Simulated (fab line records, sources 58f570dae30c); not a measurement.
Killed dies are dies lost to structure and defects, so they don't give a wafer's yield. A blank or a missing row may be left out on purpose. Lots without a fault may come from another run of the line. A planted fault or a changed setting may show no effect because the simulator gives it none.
Chamber matching | flow berkeley_cmos170 | UCB170_V2_CMP_02 on cmp-02: 4 sister chambers
The step polishes SiO2. 4 wafers are shown with their chamber, then 10 later ones without.

WAFERS WITH THEIR CHAMBER
wafer  | chamber | motor_current_A (A)
L382.2 | 0       | 13.9
L380.6 | 3       | 17.4
L386.1 | 1       | 13.4
L386.4 | 2       | 15.1

WAFERS WITHOUT THEIR CHAMBER
wafer  | motor_current_A (A)
L386.6 | 13.0
L384.1 | 14.1
L384.3 | 15.1
L384.6 | 18.0
L391.2 | 11.9
L391.5 | 14.5
L391.6 | 12.7
L396.2 | 13.2
L396.4 | 16.0
L396.6 | 15.4

WHICH CHAMBER EACH WENT THROUGH
wafer  | from the rows above          | in truth
L386.6 | can't be placed: 1 or 0      | 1
L384.1 | can't be placed: 0 or 1 or 2 | 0
L384.3 | can't be placed: 2 or 0      | 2
L384.6 | 3                            | 3
L391.2 | can't be placed: 1 or 0      | 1
L391.5 | can't be placed: 0 or 2 or 1 | 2
L391.6 | can't be placed: 1 or 0      | 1
L396.2 | can't be placed: 1 or 0      | 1
L396.4 | can't be placed: 2 or 3 or 0 | 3
L396.6 | can't be placed: 2 or 0      | 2
Placed correctly: 1 of 10. Can't be placed from these rows: 9 (the true chamber is among the candidates in 9). Placed wrongly: 0.
How it was worked out, from the rows above alone: a wafer's distance from a chamber is the root of the sum, over the readings, of the square of ((its reading less the chamber's mean) divided by the reading's scatter). The wafer belongs to the nearest chamber; if the next one is less than 2 further off, it can't be placed. A chamber's mean is the mean of its shown wafers. The scatter: with one shown wafer a chamber, the root of the mean of the squares of how far each hidden wafer lies from its nearest shown one.
